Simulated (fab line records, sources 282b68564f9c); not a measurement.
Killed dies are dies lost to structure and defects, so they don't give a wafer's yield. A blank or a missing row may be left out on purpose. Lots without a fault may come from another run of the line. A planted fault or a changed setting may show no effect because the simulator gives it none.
fab line records | flow rit_cmos
record lots=14 wafers=42 last_day=7
route steps=202 shown NLDD@112 PLDD@120 SPACER@130 PSD@151 M1@202
lots that met no fault: from a run of the same line without faults
start_h: hours from the record's first day to the start of the lot's first wafer shown | wait_h: hours since the lot's step before | " the same as in the row above | L1.1+2: a row that stands for several wafers | - no value, or no start given | * or withheld: withheld | < > ~ a bound
route shown NAME@n: a module of which the file shows steps, and the number in the route of the first | usual: mean/standard deviation of fault-free wafers | same: alike in all rows | chamber/n: place in a boat | sites: the reading at each site | _std_site: their standard deviation | _edge_site: outer sites' mean less inner sites' | radius_mm: how far each site lies from the wafer's centre | mask NAME#n: copy n | behind: the tool/chamber that last shaped the wafer | hold: why the lot was held/for how many hours/how that ended | device: the transistor (n, p or np) that didn't switch | end of line: the same wafers' tests at the end of the route | a step without rows: its recipe alone | killed: dies lost to structure and defects at the first sort, not the wafer's yield | map: a wafer's dies, x killed, . not, _ none there
set.NAME: the setting as run; set.NAME@STEP: as run at that earlier step | model.NAME: the simulator's own value behind a step, which no gauge read
steps of the route over a sample of lots; a table a step, a row a wafer
services: from which hour (start_h, from the record's first day; less than 0 if before it) a tool's chamber was out of use, for how many hours, and why
## steps
# step RIT_NLDD_STRIP_09
# recipe chemistry=O2 time_s=180 resist=NOVOLAK platen_temp_c=withheld power_w=500 pressure_mtorr=4000 o2_flow_sccm=4000
# usual drypump_motor_current_A=5.8/0.32
# columns lot.wafer tool chamber start_h wait_h drypump_motor_current_A rf_hours_counter_h
L679.2 plasma_asher-02 1 44.48 0.1 5.9 41
L679.4 " 0 " " 5.9 -
L679.6 " 1 " " 5.8 -
L680.2 plasma_asher-03 0 50.79 0.1 5.6 38
L680.3 " 1 " " 5.2 -
L680.5 " 0 " " 5.5 -
L681.1 plasma_asher-03 0 53.30 0.1 5.6 38
L681.3 " 1 " " 5.2 -
L681.4 " 0 " " 5.6 -
L682.2 plasma_asher-03 1 57.46 0.1 5.2 38
L682.4 " 1 " " 5.2 -
L682.5 " 0 " " 5.5 -
L683.1 plasma_asher-02 1 64.92 0.1 5.9 44
L683.3 " 0 " " 5.8 -
L683.6 " 0 " " 5.9 -
L684.2 plasma_asher-04 1 71.53 0.1 6.2 42
L684.3 " 1 " " 6.2 -
L684.5 " 0 " " 5.7 -
L686.2 plasma_asher-04 1 82.58 0.1 6.2 44
L686.3 " 0 " " 5.8 -
L686.6 " 1 " " 6.2 -
L687.1 plasma_asher-03 1 86.71 0.1 5.2 41
L687.2 " 0 " " 5.5 41
L687.3 " 1 " " 5.2 -
L690.1 plasma_asher-03 0 101.82 0.1 5.6 43
L690.2 " 1 " " 5.2 43
L690.5 " 1 " " 5.2 -
L692.3 plasma_asher-02 1 111.52 0.1 5.9 -
L692.4 " 0 " " 5.8 -
L692.5 " 0 " " 5.8 -
L693.4 plasma_asher-02 0 117.91 0.1 5.9 -
L693.5 " 0 " " 5.9 -
L693.6 " 1 " " 5.8 -
L694.2 plasma_asher-04 0 119.94 0.1 5.7 0
L694.3 " 1 " " 6.2 -
L694.5 " 0 " " 5.7 -
L696.1 plasma_asher-04 0 131.60 0.1 5.7 1
L696.3 " 1 " " 6.2 -
L696.4 " 0 " " 5.7 -
L700.1 plasma_asher-04 1 150.28 0.1 6.2 4
L700.2 " 0 " " 5.8 4
L700.5 " 1 " " 6.2 -
# step RIT_PLDD_OVL_MEAS_06
# usual PLDD_OVL=0.7/1.3
# columns lot.wafer tool chamber start_h wait_h PLDD_OVL[nm]
L679.2 overlay-01 - 45.70 - 0.0
L679.4 " - " " -1.0
L679.6 " - " " -0.7
L680.2 overlay-02 - 51.94 - -0.2
L680.3 " - " " -0.7
L680.5 " - " " 1.2
L681.1 overlay-01 - 54.38 - 0.6
L681.3 " - " " 1.6
L681.4 " - " " 1.9
L682.2 overlay-02 - 58.67 - 3.3
L682.4 " - " " 3.0
L682.5 " - " " 0.4
L683.1 overlay-01 - 66.01 - 0.6
L683.3 " - " " -0.5
L683.6 " - " " 0.0
L684.2 overlay-01 - 72.62 - 4.8
L684.3 " - " " 3.9
L684.5 " - " " 3.7
L686.2 overlay-01 - 83.92 - 0.0
L686.3 " - " " -0.7
L686.6 " - " " -0.3
L687.1 overlay-02 - 87.95 - 0.4
L687.2 " - " " 1.5
L687.3 " - " " 0.5
L690.1 overlay-01 - 103.03 - 1.5
L690.2 " - " " 0.3
L690.5 " - " " 3.0
L692.3 overlay-02 - 113.03 - -0.4
L692.4 " - " " 0.9
L692.5 " - " " 0.3
L693.4 overlay-02 - 119.09 - -0.5
L693.5 " - " " 1.6
L693.6 " - " " 0.7
L694.2 overlay-02 - 121.18 - 1.4
L694.3 " - " " 2.8
L694.5 " - " " 2.9
L696.1 overlay-01 - 133.02 - 1.4
L696.3 " - " " 1.6
L696.4 " - " " 3.2
L700.1 overlay-01 - 151.47 - 0.7
L700.2 " - " " -0.6
L700.5 " - " " 1.1
# step RIT_SPACER_ETCHBACK_05
# recipe target_depth_a=2500 SF6_flow_sccm=30 CHF3_flow_sccm=30 target=Si3N4 chemistry=SF6/CHF3 pressure_mtorr=40 rf_w=250 time_s=240 stop_on=SiO2
# usual drypump_motor_current_A=5.6/0.58 oes_product_au=0.846/0.012 throttle_valve_pct=10.32/0.15
# columns lot.wafer tool chamber start_h wait_h drypump_motor_current_A oes_product_au rf_hours_counter_h throttle_valve_pct
L679.2 rie_diel-04 0 49.49 0.0 6.5 0.859 6 10.48
L679.4 " 2 " " 5.3 0.871 129 10.47
L679.6 " 2 " " 5.3 0.863 - 10.49
L680.2 rie_diel-03 3 55.51 0.0 6.2 0.843 162 10.03
L680.3 " 2 " " 5.6 0.856 2 10.26
L680.5 " 2 " " 5.6 0.850 - 10.26
L681.1 rie_diel-04 3 57.42 0.1 6.5 0.840 122 10.37
L681.3 " 1 " " 4.8 0.832 70 10.26
L681.4 " 0 " " 6.5 0.844 6 10.47
L682.2 rie_diel-03 2 61.58 0.0 5.6 0.844 2 10.25
L682.4 " 0 " " 6.0 0.839 43 10.37
L682.5 " 0 " " 5.9 0.842 - 10.36
L683.1 rie_diel-04 3 68.92 0.1 6.5 0.832 122 10.40
L683.3 " 2 " " 5.3 0.851 130 10.45
L683.6 " 2 " " 5.3 0.853 - 10.47
L684.2 rie_diel-03 3 75.53 0.0 6.1 0.841 162 10.06
L684.3 " 2 " " 5.6 0.847 2 10.26
L684.5 " 1 " " 5.3 0.854 - 10.48
L686.2 rie_diel-03 1 86.83 0.0 5.3 0.838 19 10.47
L686.3 " 0 " " 6.0 0.824 44 10.37
L686.6 " 3 " " 6.1 0.841 - 10.06
L687.1 rie_diel-01 2 90.86 0.1 5.7 0.850 6 10.12
L687.2 " 0 " " 4.7 0.857 162 10.51
L687.3 " 3 " " 4.9 0.854 128 10.38
L690.1 rie_diel-01 2 105.95 0.1 5.7 0.852 7 10.13
L690.2 " 1 " " 5.2 0.847 152 10.21
L690.5 " 2 " " 5.7 0.855 - 10.12
L692.3 rie_diel-03 1 115.94 0.0 5.3 0.844 20 10.48
L692.4 " 2 " " 5.6 0.843 3 10.24
L692.5 " 3 " " 6.1 0.852 - 10.03
L693.4 rie_diel-03 1 122.02 0.0 5.3 0.842 20 10.47
L693.5 " 0 " " 5.9 0.837 - 10.35
L693.6 " 1 " " 5.3 0.832 - 10.47
L694.2 rie_diel-01 0 124.09 0.0 4.7 0.865 0 10.50
L694.3 " 1 " " 5.2 0.847 152 10.20
L694.5 " 1 " " 5.2 0.829 - 10.21
L696.1 rie_diel-03 3 136.91 0.1 6.1 0.889 1 10.04
L696.3 " 2 " " 5.6 0.863 4 10.28
L696.4 " 0 " " 5.9 0.854 45 10.37
L700.1 rie_diel-03 0 154.42 0.1 5.9 0.834 45 10.37
L700.2 " 3 " " 6.1 0.864 1 10.03
L700.5 " 0 " " 5.9 0.839 - 10.36
# step RIT_PSD_STRIP_09
# recipe chemistry=O2 time_s=180 resist=NOVOLAK platen_temp_c=withheld power_w=500 pressure_mtorr=4000 o2_flow_sccm=4000
# usual drypump_motor_current_A=5.9/0.53
# columns lot.wafer tool chamber start_h wait_h drypump_motor_current_A rf_hours_counter_h
L679.2 plasma_asher-04 1 52.67 0.1 6.2 40
L679.4 " 0 " " 5.7 -
L679.6 " 0 " " 5.8 -
L680.2 plasma_asher-04 1 58.26 0.1 6.2 41
L680.3 " 0 " " 5.7 -
L680.5 " 0 " " 5.8 -
L681.1 plasma_asher-02 1 60.18 0.1 5.9 43
L681.3 " 1 " " 5.8 -
L681.4 " 0 " " 5.9 -
L682.2 plasma_asher-01 0 64.49 0.1 4.9 28
L682.4 " 1 " " 6.6 -
L682.5 " 0 " " 5.0 -
L683.1 plasma_asher-01 0 71.68 0.1 4.9 29
L683.3 " 1 " " 6.6 -
L683.6 " 0 " " 4.9 -
L684.2 plasma_asher-01 0 78.41 0.1 4.9 30
L684.3 " 0 " " 4.9 -
L684.5 " 1 " " 6.6 -
L686.2 plasma_asher-01 0 90.03 0.1 4.9 31
L686.3 " 0 " " 4.9 -
L686.6 " 1 " " 6.6 -
L687.1 plasma_asher-01 0 93.62 0.1 4.9 31
L687.2 " 1 " " 6.6 31
L687.3 " 0 " " 4.9 -
L690.1 plasma_asher-02 1 108.73 0.1 5.9 48
L690.2 " 0 " " 5.9 48
L690.5 " 1 " " 5.8 -
L692.3 plasma_asher-01 1 119.00 0.1 6.6 -
L692.4 " 0 " " 4.9 -
L692.5 " 0 " " 4.9 -
L693.4 plasma_asher-02 0 125.10 0.1 5.9 -
L693.5 " 1 " " 5.8 -
L693.6 " 0 " " 5.9 -
L694.2 plasma_asher-01 1 127.20 0.1 6.6 33
L694.3 " 0 " " 4.9 -
L694.5 " 1 " " 6.6 -
L696.1 plasma_asher-04 1 139.79 0.1 6.2 2
L696.3 " 0 " " 5.8 -
L696.4 " 1 " " 6.2 -
L700.1 plasma_asher-02 0 157.30 0.1 5.9 55
L700.2 " 1 " " 5.9 55
L700.5 " 0 " " 5.9 -
# step RIT_M1_PROBE_99
# usual killed_at_contacts=0.1/0.3 killed_at_front_end=6.9/2.9 killed_dies=7.0/2.9 killed_on_rim=1.8/1.4 killed_open=3.3/2 killed_short=3.7/2
# same gross_dies=264 killed_at_M0_to_M3=0 killed_at_M4_up=0 killed_at_back_side=0 killed_at_other=0
# columns lot.wafer tool chamber start_h wait_h killed_at_contacts killed_at_front_end killed_dies killed_on_rim killed_open killed_short
L679.2 prober-01 - 60.95 0.1 1 13 14 4 4 10
L679.4 prober-01 - 61.05 0.2 0 9 9 1 8 1
L679.6 prober-01 - 61.15 0.2 0 2 2 1 1 1
L683.1 prober-01 - 79.88 0.1 0 6 6 2 3 3
L683.3 prober-01 - 79.98 0.2 0 7 7 3 4 3
L683.6 prober-01 - 80.13 0.2 0 11 11 5 5 6
L686.2 prober-02 - 98.70 0.1 0 14 14 4 11 3
L686.3 prober-02 - 98.75 0.2 0 4 4 1 0 4
L686.6 prober-02 - 98.90 0.2 0 12 12 4 7 5
L687.1 prober-01 - 101.68 0.1 0 9 9 3 6 3
L687.2 prober-01 - 101.73 0.1 0 5 5 2 1 4
L687.3 prober-01 - 101.78 0.2 0 4 4 2 2 2
L692.3 prober-01 - 127.26 0.2 0 7 7 3 4 3
L692.4 prober-01 - 127.31 0.2 0 8 8 3 5 3
L692.5 prober-01 - 127.36 0.2 0 5 5 3 4 1
L693.4 prober-02 - 133.36 0.2 0 9 9 3 6 3
L693.5 prober-02 - 133.41 0.2 0 8 8 0 5 3
L693.6 prober-02 - 133.46 0.2 0 8 8 1 4 4
L696.1 prober-01 - 147.83 0.1 0 8 8 3 5 3
L696.3 prober-01 - 147.93 0.2 0 6 6 3 4 2
L696.4 prober-01 - 147.98 0.2 0 34 34 8 5 3
L700.1 prober-02 - 165.94 0.1 0 34 34 11 2 2
L700.2 prober-02 - 165.99 0.1 0 5 5 0 2 3
L700.5 prober-02 - 166.14 0.2 0 39 39 11 0 7
# killed by level:class
L679.2 SILICIDE:geometric_particle:short=5 FOX2:geometric_particle:short=2 SPACER:geometric_particle:open=2 FOX2:geometric_particle:open=1 GATE:geometric_particle:short=1 SPACER:geometric_particle:short=1 SILICIDE:geometric_particle:open=1 CONTACT:geometric_particle:short=1
L679.4 SILICIDE:geometric_particle:open=5 GATE:geometric_particle:open=2 FOX2:geometric_particle:open=1 SILICIDE:geometric_particle:short=1
L679.6 FOX1:geometric_particle:open=1 FOX2:geometric_particle:short=1
L683.1 FOX1:geometric_particle:open=1 FOX2:geometric_particle:open=1 FOX2:geometric_particle:short=1 GATE:geometric_particle:short=1 REOX:geometric_particle:short=1 SILICIDE:geometric_particle:open=1
L683.3 GATE:geometric_particle:short=2 FOX2:geometric_particle:open=1 GATE:geometric_particle:open=1 REOX:geometric_particle:open=1 SPACER:geometric_particle:open=1 SILICIDE:geometric_particle:short=1
L683.6 FOX1:geometric_particle:short=2 FOX2:geometric_particle:short=2 SPACER:geometric_particle:open=2 GATE:geometric_particle:open=1 REOX:geometric_particle:open=1 REOX:geometric_particle:short=1 SILICIDE:geometric_particle:open=1 SILICIDE:geometric_particle:short=1
L686.2 GATE:geometric_particle:open=5 REOX:geometric_particle:short=3 FOX1:geometric_particle:open=2 REOX:geometric_particle:open=2 SPACER:geometric_particle:open=2
L686.3 GATE:geometric_particle:short=2 REOX:geometric_particle:short=2
L686.6 GATE:geometric_particle:open=5 GATE:geometric_particle:short=3 REOX:geometric_particle:short=2 REOX:geometric_particle:open=2
L687.1 REOX:geometric_particle:open=4 GATE:geometric_particle:open=1 GATE:geometric_particle:short=1 REOX:geometric_particle:short=1 SPACER:geometric_particle:short=1 SPACER:geometric_particle:open=1
L687.2 GATE:geometric_particle:short=2 FOX1:geometric_particle:short=1 SPACER:geometric_particle:short=1 SILICIDE:geometric_particle:open=1
L687.3 FOX2:geometric_particle:open=1 GATE:geometric_particle:short=1 GATE:geometric_particle:open=1 SPACER:geometric_particle:short=1
L692.3 GATE:geometric_particle:open=3 GATE:geometric_particle:short=1 REOX:geometric_particle:short=1 REOX:geometric_particle:open=1 SILICIDE:geometric_particle:short=1
L692.4 GATE:geometric_particle:short=2 GATE:geometric_particle:open=2 FOX1:geometric_particle:short=1 FOX1:geometric_particle:open=1 REOX:geometric_particle:open=1 SILICIDE:geometric_particle:open=1
L692.5 FOX2:geometric_particle:open=2 GATE:geometric_particle:open=1 REOX:geometric_particle:short=1 SILICIDE:geometric_particle:open=1
L693.4 FOX2:geometric_particle:open=2 GATE:geometric_particle:short=2 SILICIDE:geometric_particle:open=2 REOX:geometric_particle:open=1 REOX:geometric_particle:short=1 SPACER:geometric_particle:open=1
L693.5 FOX1:geometric_particle:open=3 ACTIVE:geometric_particle:short=1 GATE:geometric_particle:short=1 REOX:geometric_particle:short=1 REOX:geometric_particle:open=1 SILICIDE:geometric_particle:open=1
L693.6 FOX2:geometric_particle:open=2 FOX1:geometric_particle:short=1 FOX1:geometric_particle:open=1 GATE:geometric_particle:short=1 REOX:geometric_particle:short=1 SPACER:geometric_particle:short=1 SILICIDE:geometric_particle:open=1
L696.1 GATE:geometric_particle:open=2 SPACER:geometric_particle:open=2 FOX2:geometric_particle:short=1 GATE:geometric_particle:short=1 REOX:geometric_particle:open=1 SILICIDE:geometric_particle:short=1
L696.3 FOX1:geometric_particle:open=1 FOX2:geometric_particle:short=1 FOX2:geometric_particle:open=1 GATE:geometric_particle:short=1 REOX:geometric_particle:open=1 SILICIDE:geometric_particle:open=1
L696.4 SPACER:unspecified=26 GATE:geometric_particle:open=2 SPACER:geometric_particle:short=2 FOX2:geometric_particle:open=1 FOX2:geometric_particle:short=1 REOX:geometric_particle:open=1 SILICIDE:geometric_particle:open=1
L700.1 SPACER:unspecified=30 GATE:geometric_particle:short=2 FOX2:geometric_particle:open=1 GATE:geometric_particle:open=1
L700.2 GATE:geometric_particle:short=2 FOX2:geometric_particle:open=1 SPACER:geometric_particle:open=1 SPACER:geometric_particle:short=1
L700.5 SPACER:unspecified=32 GATE:geometric_particle:short=3 SPACER:geometric_particle:short=3 SILICIDE:geometric_particle:short=1
## services
# columns tool chamber start_h hours kind
plasma_asher-01 - 29.87 3.1 repair
plasma_asher-03 - 31.62 2.8 pm
plasma_asher-04 - 43.96 1.8 repair
plasma_asher-02 - 46.64 0.4 repair
rie_diel-01 - 57.16 2.8 pm
plasma_asher-01 - 78.99 1.2 repair
rie_diel-03 3 90.54 - clean
rie_diel-03 3 90.54 23.7 scheduled_down
rie_diel-03 3 90.54 23.7 vent_cycle
rie_diel-03 - 94.00 14.6 pm
rie_diel-01 0 94.53 - clean
plasma_asher-04 - 100.62 2.8 pm
plasma_asher-01 - 101.44 14.6 pm
plasma_asher-02 - 103.31 2.4 repair
plasma_asher-04 - 108.75 9.0 pm
plasma_asher-04 0 108.75 9.0 vent_cycle
plasma_asher-04 1 108.75 9.0 vent_cycle
plasma_asher-04 0 117.75 - clean
plasma_asher-04 1 117.75 - clean
plasma_asher-04 - 126.64 2.2 repair
rie_diel-04 3 126.81 10.0 repair
rie_diel-01 3 134.77 19.6 repair
rie_diel-01 2 146.90 9.8 repair
rie_diel-03 2 153.87 3.2 repair
## key
first_sign step=RIT_M1_PROBE_99 reading=killed_at_front_end direction=up sigmas=10 usual=6.9 struck=35.7
effect step=RIT_M1_PROBE_99 reading=killed_dies direction=up sigmas=9.9 usual=7.0 struck=35.7
met_at RIT_SPACER_ETCHBACK_05
struck_lots L696,L700
struck_wafers L696.4,L700.1,L700.5
tester_left_out L696,L700
not_acting_at RIT_NLDD_STRIP_09,RIT_PLDD_OVL_MEAS_06,RIT_PSD_STRIP_09
onset_between 122.02 136.91
fault kind=chamber_particle_source tool=rie_diel-03 chamber=0 onset_h=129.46 steps=RIT_SPACER_ETCHBACK_05 rate_per_visit_cm2=0.66458 end_h=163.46
# tester_left_out: of these lots the tester's yield and bins aren't shown, on N5 and GAA mostly nor the transistor test; their killed dies are dies lost to structure and defects alone, not to doping, threshold or leakage, so they don't give the yield
